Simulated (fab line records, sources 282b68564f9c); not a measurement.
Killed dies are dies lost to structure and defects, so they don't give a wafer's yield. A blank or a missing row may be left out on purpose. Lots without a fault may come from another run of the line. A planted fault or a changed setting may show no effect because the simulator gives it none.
Which tool did it? | flow rit_cmos | 13 lots, 39 wafers sampled, at 4 steps of a route of 202

WHAT THE GAUGES READ, wafer by wafer
RIT_WELLDRIVE_RS_MEAS_02: measures by four-point-probe. Usual: PWELL_RS 429.8 ohm/sq, standard deviation 1.1.
lot  | measured    | on            | PWELL_RS (ohm/sq) | flag
L705 | day 2 04:31 | film_metro-02 | 430.8 431.3 429.9 |
L706 | day 2 09:31 | film_metro-04 | 430.9 429.1 430.4 |
L707 | day 2 13:35 | film_metro-04 | 429.1 429.0 429.1 |
L708 | day 2 19:08 | film_metro-01 | 430.3 430.9 431.5 |
L709 | day 3 00:57 | film_metro-01 | 431.9 430.9 429.9 |
L710 | day 3 07:14 | film_metro-01 | 429.7 428.3 427.9 |
L717 | day 4 21:03 | film_metro-01 | 428.9 429.4 428.4 |
L718 | day 5 00:07 | film_metro-01 | 430.7 431.1 429.5 |
L720 | day 5 08:57 | film_metro-01 | 428.5 428.0 428.7 |
L722 | day 5 16:50 | film_metro-01 | 430.9 430.4 429.8 |
L724 | day 6 03:34 | film_metro-02 | 429.1 429.0 430.5 |
L726 | day 6 12:55 | film_metro-01 | 429.0 428.5 428.4 |
L728 | day 6 23:20 | film_metro-04 | 430.2 430.8 430.8 |

RIT_GATE_OVL_MEAS_17. Usual: GATE_OVL 0.5 nm, standard deviation 1.6.
lot  | measured    | on         | GATE_OVL (nm)  | flag
L705 | day 2 13:02 | overlay-01 | 0.8 -1.0 2.2   |
L706 | day 2 18:21 | overlay-01 | 0.7 0.0 1.0    |
L707 | day 2 21:40 | overlay-01 | 2.3 2.9 2.2    |
L708 | day 3 04:10 | overlay-02 | 1.1 -0.7 0.6   |
L709 | day 3 08:56 | overlay-01 | 1.5 1.2 1.3    |
L710 | day 3 18:18 | overlay-02 | 1.4 4.3 3.7    |
L717 | day 5 05:47 | overlay-01 | -0.5 -0.1 -1.7 |
L718 | day 5 12:05 | overlay-01 | 1.5 2.7 3.5    |
L720 | day 5 18:54 | overlay-02 | 1.5 2.8 1.4    |
L722 | day 6 01:08 | overlay-02 | 0.4 1.1 -2.1   |
L724 | day 6 12:29 | overlay-02 | 1.5 0.4 0.3    |
L726 | day 6 22:28 | overlay-01 | -1.6 -0.7 -0.7 |
L728 | day 7 07:50 | overlay-02 | -1.3 -1.0 1.7  |

RIT_SDANNEAL_RS_MEAS_07: measures by four-point-probe. Usual: NLDD_RS 151.7 ohm/sq, standard deviation 0.41.
lot  | measured    | on            | NLDD_RS (ohm/sq)  | flag
L705 | day 3 03:07 | film_metro-01 | 151.3 151.9 151.6 |
L706 | day 3 07:23 | film_metro-03 | 151.2 151.0 151.6 |
L707 | day 3 11:43 | film_metro-01 | 152.2 151.9 151.7 |
L708 | day 3 16:59 | film_metro-01 | 151.7 151.9 151.4 |
L709 | day 3 23:02 | film_metro-01 | 151.2 151.9 151.6 |
L710 | day 4 09:48 | film_metro-01 | 151.7 152.0 151.7 |
L717 | day 5 20:00 | film_metro-01 | 152.4 151.9 152.5 |
L718 | day 6 01:53 | film_metro-02 | 151.6 151.7 152.2 |
L720 | day 6 09:19 | film_metro-02 | 151.5 151.5 151.3 |
L722 | day 6 14:46 | film_metro-03 | 152.0 152.0 152.3 |
L724 | day 7 01:37 | film_metro-02 | 151.8 151.8 151.9 |
L726 | day 7 11:32 | film_metro-02 | 151.1 151.9 151.4 |
L728 | day 7 21:10 | film_metro-02 | 151.8 151.7 151.7 |

WHICH TOOL RAN EACH LOT (tool, then ch and the chambers of the sampled wafers, then the start)
lot  | RIT_GATE_ETCH_19
L705 | rie_si-02 ch 0,1,3, day 2 13:14
L706 | rie_si-01 ch 0,3, day 2 18:32
L707 | rie_si-02 ch 0,1,2, day 2 21:51
L708 | rie_si-01 ch 1,2,3, day 3 04:22
L709 | rie_si-02 ch 0,1,2, day 3 09:07
L710 | rie_si-01 ch 0,1,2, day 3 18:29
L717 | rie_si-02 ch 0,1,2, day 5 05:58
L718 | rie_si-02 ch 0,2,3, day 5 12:16
L720 | rie_si-01 ch 0,1,2, day 5 19:05
L722 | rie_si-01 ch 0,2,3, day 6 01:19
L724 | rie_si-01 ch 1,2, day 6 12:40
L726 | rie_si-01 ch 0,3, day 6 22:41
L728 | rie_si-01 ch 2,3, day 7 08:02
- RIT_GATE_ETCH_19: etches poly-Si in SF6/CHF3/O2, stops on SiO2, time 165 s, target depth 312.5 nm.

WHAT THE TOOLS THEMSELVES READ (means of the sampled wafers that have a number; where no wafer has one, the mark that the record gives instead)
RIT_GATE_ETCH_19. Usual: drypump_motor_current_A 5.4 A, standard deviation 0.39; oes_product_au 0.837 a.u., standard deviation 0.013; run_length_s 193.2 s, standard deviation 0.42; throttle_valve_pct 10.21 %, standard deviation 0.12.
lot  | tool      | drypump_motor_current_A (A) | oes_product_au (a.u.) | run_length_s (s) | throttle_valve_pct (%) | flag
L705 | rie_si-02 | 5.3                         | 0.830                 | 192.7            | 10.18                  |
L706 | rie_si-01 | 5.1                         | 0.835                 | 193.4            | 10.22                  |
L707 | rie_si-02 | 5.7                         | 0.847                 | 193.4            | 10.08                  |
L708 | rie_si-01 | 5.3                         | 0.831                 | 193.3            | 10.24                  |
L709 | rie_si-02 | 5.7                         | 0.841                 | 193.3            | 10.08                  |
L710 | rie_si-01 | 5.3                         | 0.829                 | 193.3            | 10.26                  |
L717 | rie_si-02 | 5.7                         | 0.644                 | 276.6            | 10.08                  | OFF
L718 | rie_si-02 | 5.5                         | 0.648                 | 276.5            | 10.19                  | OFF
L720 | rie_si-01 | 5.3                         | 0.829                 | 193.2            | 10.28                  |
L722 | rie_si-01 | 5.1                         | 0.833                 | 193.3            | 10.23                  |
L724 | rie_si-01 | 5.5                         | 0.826                 | 193.1            | 10.28                  |
L726 | rie_si-01 | 5.1                         | 0.837                 | 193.3            | 10.22                  |
L728 | rie_si-01 | 5.0                         | 0.837                 | 193.0            | 10.25                  |

THE ANSWER, worked out from the rows above alone
Rule: a lot is off if the mean of its wafers that have a number lies more than 3 standard deviations from the usual mean. A lot without any number at a reading at which 4 lots or more have one is off too. The other lots that the step has rows for count as sound. The gauges are gone through in route order, then the tools' own readings, and for those a lot's mean is taken as printed above. The first step at which some lot is off is used, and at that step the reading that is off furthest; a lot without a number counts as furthest.
Off: L717, L718, at RIT_GATE_ETCH_19 (run_length_s).
A tool fits if, at that step or a process step before it, it ran every lot that is off, and no sound lot after the first of them. One fits: rie_si-02 at RIT_GATE_ETCH_19. Its last sound lot is L709 (day 3 09:07), its first lot that is off L717 (day 5 05:58): a fault that began between those two fits.
The tool's own readings at RIT_GATE_ETCH_19 bear it out: on the lots that are off they differ by more than 5 times the standard deviation of the sound lots' means. oes_product_au reads 0.646 a.u. there against 0.834 a.u. on the sound lots; run_length_s reads 276.6 s there against 193.2 s on the sound lots.

WHAT THE SIMULATOR HAD PUT IN
Process parameter drift: rie_si-02, from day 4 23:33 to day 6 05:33, at RIT_GATE_ETCH_19. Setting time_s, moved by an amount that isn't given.
Lots struck among those shown: L717, L718. The rule above found the same.
